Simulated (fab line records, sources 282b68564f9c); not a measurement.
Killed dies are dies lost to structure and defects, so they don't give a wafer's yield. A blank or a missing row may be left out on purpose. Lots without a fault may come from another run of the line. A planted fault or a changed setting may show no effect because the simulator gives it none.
One fault seen from 2 desks | flow rit_cmos | each desk has only its own numbers; what lay behind them comes last

THE METROLOGY DESK
What the gauges read, lot by lot, whatever tool the lot ran on: means of the sampled wafers that have a number. A lot is out of limits, marked OUT, if its mean lies more than 4 standard deviations from the usual mean; the brackets give that distance.
Columns: A = ACTIVE_NITRIDE_THK at RIT_ACTIVE_THK_MEAS_04, usual 149.8 nm
lot  | first seen here | A
L553 | day 1 13:32     | 147.5
L554 | day 1 18:34     | 148.2
L555 | day 1 23:32     | 150.2
L556 | day 2 04:32     | 148.8
L557 | day 2 09:32     | 148.4
L559 | day 2 19:32     | 151.0
L561 | day 3 05:32     | 149.3
L563 | day 3 16:14     | 150.5
L564 | day 3 20:32     | 230.6 (+67) OUT
L565 | day 4 01:32     | 232.5 (+69) OUT
L566 | day 4 07:15     | 148.6
L572 | day 5 13:03     | 149.2
L573 | day 5 17:40     | 149.2
L576 | day 6 08:33     | 149.5
This desk's finding: out of limits on L564, L565; first on L564, day 3 20:32 (ACTIVE_NITRIDE_THK at RIT_ACTIVE_THK_MEAS_04). In limits: L553, L554, L555, L556, L557, L559, L561, L563, L566, L572, L573, L576.

THE TOOL OWNER'S DESK: lpcvd-02
The tool's own readings at RIT_ACTIVE_CVD_03 (deposits Si3N4 from SiH2Cl2/NH3, target thk 150 nm, time 1500 s): means of the sampled wafers that have a number, for each lot that ran on this tool. A lot is out of limits, marked OUT, if its mean lies more than 4 standard deviations from the usual mean; the brackets give that distance.
Columns: A = spike_tc_source_C at RIT_ACTIVE_CVD_03, usual 832.0 C; B = susceptor_temp_C at RIT_ACTIVE_CVD_03, usual 810.0 C; C = zone_power_centre_pct at RIT_ACTIVE_CVD_03, usual 39.6 %
lot  | first seen here | A     | B     | C
L553 | day 1 12:07     | 833.6 | 810.1 | 36.1
L554 | day 1 17:07     | 833.4 | 810.2 | 36.3
L556 | day 2 03:07     | 832.8 | 810.2 | 36.1
L559 | day 2 18:07     | 830.4 | 810.0 | 44.5
L563 | day 3 14:49     | 831.4 | 810.2 | 43.8
L564 | day 3 19:07     | 834.2 | 810.1 | 36.1
L565 | day 4 00:07     | 833.8 | 809.7 | 36.2
This desk's finding: nothing out of limits on any of the 7 lots.

PUT TOGETHER
The metrology desk could have raised an alarm at day 3 20:32, on L564, L565.
The tool owner's desk saw nothing out of limits.
The tool owner's desk has L564, L565 on record, within its limits.
Of the lots named, all ran RIT_ACTIVE_CVD_03 on lpcvd-02.

WHAT THE SIMULATOR HAD PUT IN
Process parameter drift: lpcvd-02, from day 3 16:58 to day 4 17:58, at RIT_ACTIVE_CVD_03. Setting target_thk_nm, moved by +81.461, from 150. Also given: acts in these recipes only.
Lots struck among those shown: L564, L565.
Hours from the fault's start to each desk's first reading out of limits: the metrology desk, 4.
